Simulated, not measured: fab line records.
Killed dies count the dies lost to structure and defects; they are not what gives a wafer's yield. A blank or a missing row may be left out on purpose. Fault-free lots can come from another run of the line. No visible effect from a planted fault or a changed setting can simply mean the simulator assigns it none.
A struck lot beside a sound one / flow ritCmos / 21 out of 202 route steps
Sound: the wafers L707.1, L707.3, L707.6. Struck: wafers L719.1, L719.2, L719.4. The cause is named last.
Per side, at each step with rows, come the tool, then ch with its chambers, and then its first start. Under that, the readings that differ: sound wafers / struck wafers / difference of the means / sigmas: that difference in standard deviations of wafers without a fault.
alike: readings whose means differ by less than 2 such deviations, and words and numbers that are the same on both sides. not compared: withheld readings, readings that some wafer has no value for, bounds like >300 that may hide the same value, and numbers for which the record gives no deviation and whose values overlap.
Wherever a step has rows on one side only, a row that says differs or no value, or a row with sigmas, the two part there. Numbers that have no deviation but don't overlap get no sigmas and don't part them. A reading missing from all wafers of one side parts the sides only when that side holds two or more wafers.

first, 1 step without rows for these wafers: RIT_SILICIDE_WET_ETCH_00 (etches SiO2 in BOE, target depth 14 nm, time 15 s).
RIT_SILICIDE_SPUTTER_01: material Ti, target thk 30 nm, time 240 s.
  sound: pvdSputter-04 at day 3 14:13; struck: pvdSputter-04 at day 6 02:40
  alike: throttleValvePct
RIT_SILICIDE_RS_MEAS_02: the measuring method here is four-point-probe.
  sound: filmMetro-04 at day 3 14:22; struck: filmMetro-01 at day 6 02:49
  alike: SILICIDE_TI_RS
RIT_SILICIDE_THK_MEAS_03: measures by xrf.
  sound: filmMetro-04 at day 3 14:29; struck: filmMetro-01 at day 6 02:56
  alike: SILICIDE_TI_THK
RIT_SILICIDE_RTA_04: time 10 s, ramp up 5 s, ramp down 5 s.
  sound on rtpAnneal-01 ch 0, day 3 14:33; struck on rtpAnneal-01 ch 0, day 6 03:00
  alike: wafer_temp_C_max
then, 1 step without rows for these wafers: RIT_SILICIDE_WET_ETCH_05 (etches Ti in SPM, time 120 s).
RIT_SILICIDE_RTA_06: time 10 s, ramp up 5 s, ramp down 10 s.
  sound on rtpAnneal-02 ch 0, day 3 14:40; struck on rtpAnneal-02 ch 0, day 6 03:07
  alike: wafer_temp_C_max
RIT_CONTACT_CVD_00: deposits SiO2 from TEOS, target thk 400 nm, time 62.96 s.
  sound on pecvd-03 ch 1,2, day 3 14:43; struck on pecvd-03 ch 0,1,2, day 6 03:11
  alike: heaterPowerW
RIT_CONTACT_THK_MEAS_01:
  sound: filmMetro-02 at day 3 14:46; struck: filmMetro-04 at day 6 03:14
  alike: CONTACT_TEOS_THK
then, 3 steps without rows for these wafers: RIT_CONTACT_HMDS_02 (prime time 60 s); RIT_CONTACT_COAT_03 (resist thk 1000 nm); RIT_CONTACT_SOFTBAKE_04 (time 60 s).
RIT_CONTACT_EXPOSE_05: exposes mask M11, target cd 1000 nm.
  sound on ilineStepper-01 ch 0, day 3 15:25; struck on ilineStepper-01 ch 0, day 6 03:44
reading=exposureDoseMJCm2; sound=249.94 249.89 250.01; struck=247.61 247.32 247.41; difference=-2.50; sigmas=-11
  alike: mask
then, 2 steps without rows for these wafers: RIT_CONTACT_PEB_06; RIT_CONTACT_DEVELOP_07 (develop time 120 s).
RIT_CONTACT_CD_MEAS_08: the cd target is 1000 nm.
  sound: cdSem-02 at day 3 15:55; struck: cdSem-02 at day 6 04:15
reading=cdNm (nm); sound=996.2 994.5 997.6; struck=1005.8 1013.2 1018.9; difference=+16.5; sigmas=+7
RIT_CONTACT_OVL_MEAS_09:
  sound: overlay-01 at day 3 16:02; struck: overlay-02 at day 6 04:22
  alike: CONTACT_OVL
then, 1 step without rows for these wafers: RIT_CONTACT_HARDBAKE_10 (time 60 s).
RIT_CONTACT_ETCH_11: etches SiO2 in CHF3/CF4/Ar, stops on TiSi2, target depth 480 nm, time 335 s.
  sound on rieDiel-03 ch 0,2, day 3 16:14; struck on rieDiel-04 ch 0,1,3, day 6 04:34
reading=model.CONTACT.cdNm (nm); sound=996.5 994.8 997.6; struck=1006 1014 1019; difference=+17; sigmas=
  alike: O2_flow_sccm, cf4FlowSccm, drypumpMotorCurrentA, oesProductAu, throttleValvePct
  not compared: rfHoursCounterH
RIT_CONTACT_STRIP_12: strips in O2, time 180 s.
  sound on plasmaAsher-04 ch 0,1, day 3 16:26; struck on plasmaAsher-03 ch 0,1, day 6 04:45
  alike: drypumpMotorCurrentA
  not compared: rfHoursCounterH
RIT_M1_PROBE_99:
  sound: prober-02 at day 3 22:28; struck: prober-01 at day 6 10:22
reading=model.etest.contactToGate.bvLeftV (V); sound=89.47 91.86 93.64; struck=89.45 86.47 85.65; difference=-4.47; sigmas=
reading=model.etest.contactToGate.bvRightV (V); sound=89.85 92.9 92.09; struck=89.28 89.11 86.74; difference=-3.24; sigmas=
  alike: killedAtFrontEnd, killedDies, killedOpen, killedShort

== WHERE THEY PART ==
First at RIT_CONTACT_EXPOSE_05; last, within this record, at RIT_CONTACT_CD_MEAS_08. Later steps at which nothing parts them and some readings are alike: RIT_CONTACT_OVL_MEAS_09, RIT_CONTACT_ETCH_11, RIT_CONTACT_STRIP_12, RIT_M1_PROBE_99.

WHY: the cause the simulator had injected
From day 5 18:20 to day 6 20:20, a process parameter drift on ilineStepper-01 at RIT_CONTACT_EXPOSE_05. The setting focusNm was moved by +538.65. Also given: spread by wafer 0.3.
